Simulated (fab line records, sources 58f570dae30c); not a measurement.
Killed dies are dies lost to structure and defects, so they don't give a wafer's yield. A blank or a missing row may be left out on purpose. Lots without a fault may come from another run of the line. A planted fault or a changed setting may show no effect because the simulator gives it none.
Which tool did it? | flow berkeley_cmos170 | 7 lots, 21 wafers sampled, at 2 steps of a route of 331

WHAT THE GAUGES READ, wafer by wafer
UCB170_PWELL_TW_MEAS_17.
lot  | measured    | on            | PWELL_TW
L293 | day 3 05:47 | film_metro-01 | 370.5 371.9 372.0
L297 | day 4 00:35 | film_metro-02 | 373.1 375.3 373.8
L299 | day 4 14:28 | film_metro-03 | 378.9 380.1 379.6
L302 | day 5 05:53 | film_metro-03 | 378.1 377.5 376.4
L306 | day 5 21:25 | film_metro-02 | 375.3 375.8 373.9
L310 | day 6 19:55 | film_metro-01 | 373.7 374.6 373.6
L314 | day 7 09:35 | film_metro-01 | 358.8 360.3 358.9

WHICH TOOL RAN EACH LOT (tool, then ch and the chambers of the sampled wafers, then the start)
lot  | UCB170_PWELL_IMPLANT_15
L293 | implanter-01 ch 0, day 3 05:33
L297 | implanter-01 ch 0, day 4 00:21
L299 | implanter-04 ch 0, day 4 14:13
L302 | implanter-04 ch 0, day 5 05:39
L306 | implanter-04 ch 0, day 5 21:02
L310 | implanter-02 ch 0, day 6 19:40
L314 | implanter-04 ch 0, day 7 09:13
- UCB170_PWELL_IMPLANT_15

THE ANSWER, worked out from the rows above alone
Rule: what is usual is taken from the lots themselves. Put in order of their means at a reading, lots are off if they are a third of the lots or fewer, leave a main group of 4 or more, and stand apart from it by a gap of 3 or more times the standard deviation of the main group's means; of several such gaps the widest counts. A main group whose means are all the same, to the digits that the tables above print for the reading, isn't used. A lot without any number at a reading at which 4 lots or more have one is off too. The other lots that the step has rows for count as sound.
Off: L314, at UCB170_PWELL_TW_MEAS_17 (PWELL_TW). The main group: mean 375.2, standard deviation 2.6.
A tool fits if, at a process step before that reading, it ran every lot that is off, and no sound lot after the first of them. The gauges at UCB170_PWELL_TW_MEAS_17 are tried like those tools. Can't be told from this: 2 tools fit, implanter-04 at UCB170_PWELL_IMPLANT_15, film_metro-01 at UCB170_PWELL_TW_MEAS_17.

WHAT THE SIMULATOR HAD PUT IN
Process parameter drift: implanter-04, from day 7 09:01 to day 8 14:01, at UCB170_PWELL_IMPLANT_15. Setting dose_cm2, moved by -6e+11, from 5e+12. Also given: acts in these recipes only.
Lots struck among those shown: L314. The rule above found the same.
